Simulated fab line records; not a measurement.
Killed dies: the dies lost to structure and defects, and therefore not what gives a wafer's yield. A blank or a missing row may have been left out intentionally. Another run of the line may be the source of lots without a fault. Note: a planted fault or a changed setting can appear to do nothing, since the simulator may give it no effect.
Which tool did it?    flow rit cmos    14 lots with 42 wafers sampled at 2 steps, on a route of 202 steps

## WHAT EACH GAUGE READ, for each wafer
The record lacks any reading of a measuring or inspecting step that a usual standard deviation could be used to judge.

## TOOL THAT RAN EACH LOT (tool first, then ch and the chambers of the sampled wafers, then the start)
lot   RIT_NSD_SOFTBAKE_02               RIT_M1_PROBE_99
L586  litho track-01 ch 0, day 3 04:16  -
L587  litho track-03 ch 0, day 3 09:34  -
L589  litho track-01 ch 0, day 3 19:02  -
L592  litho track-04 ch 0, day 4 06:44  -
L591  litho track-04 ch 0, day 4 08:56  -
L593  litho track-01 ch 0, day 4 12:31  -
L594  litho track-04 ch 0, day 4 16:02  -
L596  litho track-01 ch 0, day 5 01:16  prober-02, day 5 11:51
L597  litho track-03 ch 0, day 5 11:11  -
L600  litho track-01 ch 0, day 5 22:22  prober-02, day 6 09:25
L602  litho track-03 ch 0, day 6 07:00  prober-02, day 6 18:31
L604  litho track-03 ch 0, day 6 18:35  -
L608  litho track-03 ch 0, day 7 17:56  -
L609  litho track-03 ch 0, day 7 18:29  -
- RIT_NSD_SOFTBAKE_02: time 60 s.
- RIT_M1_PROBE_99

## WHAT THE TOOLS THEMSELVES READ (means of the sampled wafers that have a number; where no wafer has one, the mark that the record gives instead)
RIT_NSD_SOFTBAKE_02. Usual: chill plate temp C 23.00 C, standard deviation 0.1; exhaust pa 45.2 Pa, standard deviation 0.93; heater power total W 34.56 W, standard deviation 0.047; plate temp C 90.01 C, standard deviation 0.12.
lot   tool            chill plate temp C (C)  exhaust pa (Pa)  heater power total W (W)  plate temp C (C)  flag
L586  litho track-01  23.08                   44.4             34.50                     89.94             
L587  litho track-03  22.94                   44.4             34.50                     90.18             
L589  litho track-01  23.07                   44.9             34.58                     90.11             
L592  litho track-04  22.86                   45.2             34.54                     89.96             
L591  litho track-04  23.00                   45.9             34.54                     90.12             
L593  litho track-01  23.02                   45.8             34.55                     90.07             
L594  litho track-04  22.98                   45.7             34.55                     89.92             
L596  litho track-01  22.93                   46.2             34.58                     89.98             
L597  litho track-03  22.91                   45.5             34.59                     89.95             
L600  litho track-01  23.01                   45.2             34.58                     89.99             
L602  litho track-03  22.97                   44.3             34.58                     89.95             
L604  litho track-03  22.83                   45.1             34.58                     90.07             
L608  litho track-03  23.03                   45.8             34.07                     89.31             OFF
L609  litho track-03  23.00                   44.0             34.07                     89.14             OFF

RIT_M1_PROBE_99. Usual: killed_at_M0_to_M3 0.0, standard deviation 0.12; killed at contacts 0.1, standard deviation 0.25; killed at front end 8, standard deviation 3.3; killed dies 8, standard deviation 3.3; killed open 3.9, standard deviation 2.1; killed short 3.8, standard deviation 2.2.
lot   tool       killed_at_M0_to_M3  killed at contacts  killed at front end  killed dies  killed open  killed short  flag
L596  prober-02  0.0                 0.0                 6                    6            3.0          2.7           
L600  prober-02  0.0                 0.3                 5                    5            2.3          2.7           
L602  prober-02  0.0                 0.0                 8                    8            4.0          4.3           

## THE ANSWER, worked out from the rows above alone
Rule: a lot is off if the mean of its wafers that have a number lies more than 3 standard deviations from the usual mean. Also off: a lot with no number at a reading for which 4 or more lots have one. The other lots that the step has rows for count as sound. After the gauges, taken in route order, come the tools' own readings; for these a lot's mean is taken, as printed above. The first step at which some lot is off is used, and at that step the reading that is off furthest; a lot without a number counts as furthest.
Off, at RIT_NSD_SOFTBAKE_02 on heater power total W: L608, L609.
If a tool, at that step or one of the process steps before it, ran each lot that is off and ran no sound lot following the first of them, it fits. One fits: litho track-03 at RIT_NSD_SOFTBAKE_02. A fault onset in the window from L604 (day 6 18:35, its last sound lot) to L608 (day 7 17:56, its first lot off) fits.
The tool's own readings at RIT_NSD_SOFTBAKE_02 bear it out: on the lots that are off they differ by more than 5 times the standard deviation of the sound lots' means. heater power total W reads 34.07 W there against 34.56 W on the sound lots; plate temp C reads 89.22 C there against 90.02 C on the sound lots.

## WHAT THE SIMULATOR HAD PUT IN
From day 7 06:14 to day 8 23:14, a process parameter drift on litho track-03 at RIT_NSD_SOFTBAKE_02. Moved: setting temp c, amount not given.
Struck lots among those shown: L608, L609. The rule above found the same.
